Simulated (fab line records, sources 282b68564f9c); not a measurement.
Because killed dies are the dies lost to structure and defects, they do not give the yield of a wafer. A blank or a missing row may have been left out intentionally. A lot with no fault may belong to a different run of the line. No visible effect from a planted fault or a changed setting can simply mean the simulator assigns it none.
Which tool is to blame? | flow ritCmos | 39 wafers from 13 lots sampled at 5 of the route's 202 steps

== WHAT THE GAUGES SHOWED, per wafer ==
RIT_NWELL_OVL_MEAS_06. Usual: NWELL_OVL gives -0.4 nm (standard deviation 1.1).
lot  | measured    | on         | NWELL_OVL (nm) | flag
L621 | day 1 21:14 | overlay-01 | 0.3 -0.1 0.2   | 
L623 | day 2 09:01 | overlay-01 | -0.1 0.7 1.0   | 
L624 | day 2 15:23 | overlay-01 | -2.0 -2.8 -1.5 | 
L625 | day 3 00:56 | overlay-02 | -1.2 -0.5 -1.3 | 
L626 | day 3 04:54 | overlay-02 | 2.0 0.1 0.5    | 
L627 | day 3 08:18 | overlay-02 | -1.8 -1.9 0.0  | 
L628 | day 3 12:48 | overlay-01 | 1.7 1.2 0.7    | 
L629 | day 3 16:53 | overlay-02 | -1.4 -2.0 -0.7 | 
L630 | day 3 20:41 | overlay-02 | -0.3 0.8 0.6   | 
L631 | day 4 00:53 | overlay-01 | -1.0 -0.9 -1.6 | 
L632 | day 4 05:00 | overlay-01 | -1.7 -1.1 -0.5 | 
L633 | day 4 14:05 | overlay-02 | -0.1 -0.6 -0.6 | 
L636 | day 5 04:26 | overlay-02 | 3.6 2.4 4.1    | OFF

RIT_PWELL_OVL_MEAS_06. Usual: PWELL_OVL gives -0.4 nm (standard deviation 1.3).
lot  | measured    | on         | PWELL_OVL (nm) | flag
L621 | day 1 22:47 | overlay-01 | 0.0 0.2 -1.9   | 
L623 | day 2 10:34 | overlay-02 | -1.4 -1.4 -2.2 | 
L624 | day 2 17:07 | overlay-02 | -0.2 -0.9 0.5  | 
L625 | day 3 02:29 | overlay-01 | -0.4 -1.7 -1.8 | 
L626 | day 3 06:34 | overlay-01 | -0.8 -0.7 0.1  | 
L627 | day 3 10:05 | overlay-02 | -0.9 0.1 1.5   | 
L628 | day 3 14:21 | overlay-01 | -3.3 -3.0 -3.2 | 
L629 | day 3 18:26 | overlay-02 | 0.8 -1.1 -0.2  | 
L630 | day 3 22:22 | overlay-02 | 0.5 -0.6 -0.9  | 
L631 | day 4 02:26 | overlay-01 | 0.5 -1.5 -1.2  | 
L632 | day 4 06:33 | overlay-01 | -0.9 -0.4 0.1  | 
L633 | day 4 15:47 | overlay-02 | -1.3 0.3 1.1   | 
L636 | day 5 06:35 | overlay-02 | -2.9 -2.3 -2.0 | 

RIT_REOX_THK_MEAS_04. Usual: REOX_OXIDE_THK gives 25.5 nm (standard deviation 0.45).
lot  | measured    | on           | REOX_OXIDE_THK (nm) | flag
L621 | day 3 03:15 | filmMetro-01 | 24.7 24.5 24.5      | 
L623 | day 3 11:27 | filmMetro-03 | 25.6 25.3 25.4      | 
L624 | day 3 16:37 | filmMetro-03 | 25.1 25.4 25.4      | 
L625 | day 4 00:14 | filmMetro-01 | 25.9 26.2 25.7      | 
L626 | day 4 03:40 | filmMetro-03 | 24.8 25.3 24.7      | 
L627 | day 4 08:34 | filmMetro-01 | 25.5 25.9 25.9      | 
L628 | day 4 15:41 | filmMetro-02 | 25.9 25.2 25.8      | 
L629 | day 4 15:41 | filmMetro-03 | 26.3 26.1 26.3      | 
L630 | day 4 21:43 | filmMetro-02 | 26.0 26.3 26.1      | 
L631 | day 4 22:52 | filmMetro-01 | 25.3 25.3 25.3      | 
L632 | day 5 05:21 | filmMetro-01 | 25.7 25.2 25.5      | 
L633 | day 5 11:56 | filmMetro-02 | 25.4 25.3 25.4      | 
L636 | day 6 03:28 | filmMetro-01 | 24.6 24.8 24.8      | 

RIT_CONTACT_OVL_MEAS_09. Usual: CONTACT_OVL gives -1.3 nm (standard deviation 1.6).
lot  | measured    | on         | CONTACT_OVL (nm) | flag
L621 | day 3 14:13 | overlay-02 | 0.7 1.4 -0.3     | 
L623 | day 3 23:01 | overlay-02 | 0.3 0.6 0.7      | 
L624 | day 4 03:56 | overlay-01 | -2.2 -3.8 -2.5   | 
L625 | day 4 11:29 | overlay-01 | -2.3 -1.7 -0.9   | 
L626 | day 4 15:50 | overlay-01 | -2.9 -1.4 -3.0   | 
L627 | day 4 20:07 | overlay-01 | -0.7 -1.2 -1.3   | 
L628 | day 5 03:19 | overlay-02 | -1.6 -1.3 -2.9   | 
L629 | day 5 03:42 | overlay-01 | -2.4 -2.8 -3.1   | 
L630 | day 5 09:22 | overlay-01 | 1.1 2.0 0.4      | 
L631 | day 5 10:47 | overlay-01 | -0.5 -1.0 -0.1   | 
L632 | day 5 16:49 | overlay-02 | -2.6 -1.9 -3.0   | 
L633 | day 5 23:06 | overlay-02 | 1.3 -0.7 1.1     | 
L636 | day 6 15:02 | overlay-02 | -0.2 -0.3 -1.3   | 

== TOOL THAT RAN EACH LOT (tool first, then ch and the chambers of the sampled wafers, then the start) ==
lot  | RIT_NWELL_EXPOSE_03
L621 | ilineStepper-02 ch 0, day 1 20:49
L623 | ilineStepper-01 ch 0, day 2 08:35
L624 | ilineStepper-01 ch 0, day 2 14:58
L625 | ilineStepper-02 ch 0, day 3 00:30
L626 | ilineStepper-02 ch 0, day 3 04:29
L627 | ilineStepper-02 ch 0, day 3 07:52
L628 | ilineStepper-01 ch 0, day 3 12:23
L629 | ilineStepper-02 ch 0, day 3 16:26
L630 | ilineStepper-02 ch 0, day 3 20:17
L631 | ilineStepper-01 ch 0, day 4 00:29
L632 | ilineStepper-02 ch 0, day 4 04:36
L633 | ilineStepper-02 ch 0, day 4 13:40
L636 | ilineStepper-01 ch 0, day 5 04:01
- RIT_NWELL_EXPOSE_03: exposes mask M2, target cd 43900 nm.

== WHAT THE TOOLS THEMSELVES READ (means of the sampled wafers that have a number; where no wafer has one, the mark that the record gives instead) ==
The record holds no such reading with a usual standard deviation.

== THE ANSWER, worked out from the rows above alone ==
Rule: lot off if the mean of its wafers having a number is beyond 3 standard deviations from the usual mean. A lot without any number at a reading at which 4 lots or more have one is off too. Any other lot the step has rows for is counted as sound. After the gauges, taken in route order, come the tools' own readings; for these a lot's mean is taken, as printed above. At the first step where some lot is off, the reading lying furthest off is the one used; lots without a number count as furthest.
Off: L636, at RIT_NWELL_OVL_MEAS_06 (NWELL_OVL).
A tool fits if, at a process step before that reading, it ran every lot that is off, and no sound lot after the first of them. Gauges at RIT_NWELL_OVL_MEAS_06: tried the same way as those tools. Undecided on this evidence; 2 tools fit (ilineStepper-01 at RIT_NWELL_EXPOSE_03, overlay-02 at RIT_NWELL_OVL_MEAS_06).

== WHAT WAS PUT IN BY THE SIMULATOR ==
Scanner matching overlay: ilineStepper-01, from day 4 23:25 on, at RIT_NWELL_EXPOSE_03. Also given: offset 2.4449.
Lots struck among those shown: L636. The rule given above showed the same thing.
